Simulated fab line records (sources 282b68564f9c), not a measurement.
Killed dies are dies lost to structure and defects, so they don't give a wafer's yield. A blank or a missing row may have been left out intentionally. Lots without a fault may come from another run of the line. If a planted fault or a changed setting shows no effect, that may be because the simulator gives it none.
2 desks, one fault / flow rit cmos / only its own numbers are on each desk; what lay behind them is given at the end

== FROM THE METROLOGY DESK ==
What the gauges read for every lot (on any tool): the sampled wafers with a number, averaged. The brackets show how far a lot's mean lies from the usual mean; more than 4 standard deviations puts the lot out of limits, marked OUT.
Columns: A = ACTIVE_NITRIDE_THK at RIT_ACTIVE_THK_MEAS_04, usual 150.9 nm
lot=L956; first seen here=day 1 23:32; A=152.3
lot=L957; first seen here=day 2 04:32; A=153.1
lot=L958; first seen here=day 2 09:37; A=149.6
lot=L959; first seen here=day 2 14:33; A=154.1
lot=L960; first seen here=day 2 19:32; A=153.3
lot=L961; first seen here=day 3 00:32; A=151.6
lot=L962; first seen here=day 3 05:32; A=151.1
lot=L963; first seen here=day 3 10:32; A=149.6
lot=L965; first seen here=day 3 20:32; A=147.6
lot=L970; first seen here=day 4 21:55; A=235.4 (+50) OUT
lot=L972; first seen here=day 5 07:33; A=232.7 (+48) OUT
lot=L973; first seen here=day 5 12:32; A=152.2
lot=L975; first seen here=day 5 22:32; A=150.6
lot=L977; first seen here=day 6 08:32; A=147.9
Finding of this desk: L970, L972 out of limits, first seen on L970 at day 4 21:55 (ACTIVE_NITRIDE_THK at RIT_ACTIVE_THK_MEAS_04). In limits: L956, L957, L958, L959, L960, L961, L962, L963, L965, L973, L975, L977.

== TOOL OWNER'S DESK, lpcvd-01 ==
The tool's own readings at RIT_ACTIVE_CVD_03 (deposits Si3N4 from SiH2Cl2/NH3, target thk 150 nm, time 1500 s): means of the sampled wafers that have a number, for each lot that ran on this tool. The brackets show how far a lot's mean lies from the usual mean; more than 4 standard deviations puts the lot out of limits, marked OUT.
Columns: A = spike tc centre C at RIT_ACTIVE_CVD_03, usual 813.3 C; B = spike tc load C at RIT_ACTIVE_CVD_03, usual 833.7 C; C = spike tc source C at RIT_ACTIVE_CVD_03, usual 832.4 C; D = susceptor temp C at RIT_ACTIVE_CVD_03, usual 810.0 C; E = zone power load pct at RIT_ACTIVE_CVD_03, usual 19.9 %; F = zone power source pct at RIT_ACTIVE_CVD_03, usual 20.7 %
lot=L957; first seen here=day 2 03:07; A=814.6; B=834.5; C=833.1; D=810.0; E=19.7; F=21.5
lot=L958; first seen here=day 2 08:11; A=813.9; B=833.6; C=831.7; D=810.2; E=20.8; F=20.3
lot=L959; first seen here=day 2 13:07; A=812.7; B=833.7; C=832.4; D=810.1; E=19.6; F=21.5
lot=L960; first seen here=day 2 18:07; A=813.5; B=833.4; C=833.6; D=810.1; E=19.8; F=21.4
lot=L961; first seen here=day 2 23:07; A=813.5; B=834.9; C=830.8; D=810.2; E=21.0; F=20.3
lot=L970; first seen here=day 4 20:31; A=839.6 (+22) OUT; B=859.0 (+18) OUT; C=858.8 (+19) OUT; D=835.5 (+77) OUT; E=21.1; F=23.2
lot=L972; first seen here=day 5 06:07; A=838.2 (+21) OUT; B=859.5 (+18) OUT; C=857.1 (+18) OUT; D=835.8 (+78) OUT; E=22.7; F=21.7
Finding of this desk: L970, L972 out of limits; the first was L970 at day 4 20:31, on spike tc centre C at RIT_ACTIVE_CVD_03. In limits: L957, L958, L959, L960, L961.

== ALL TOGETHER ==
At day 4 20:31, on L970, L972, the tool owner's desk was in a position to raise an alarm.
L970, L972 would have let the metrology desk raise an alarm at day 4 21:55.
Of the lots named, all ran RIT_ACTIVE_CVD_03 on lpcvd-01.

== WHAT THE SIMULATOR PUT IN ==
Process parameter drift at RIT_ACTIVE_CVD_03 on lpcvd-01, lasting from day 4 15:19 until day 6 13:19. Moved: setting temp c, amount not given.
Struck lots among those shown: L970, L972.
Delay (hours) between the fault's onset and each desk's first out-of-limits reading: 5 at the tool owner's desk, 7 at the metrology desk.
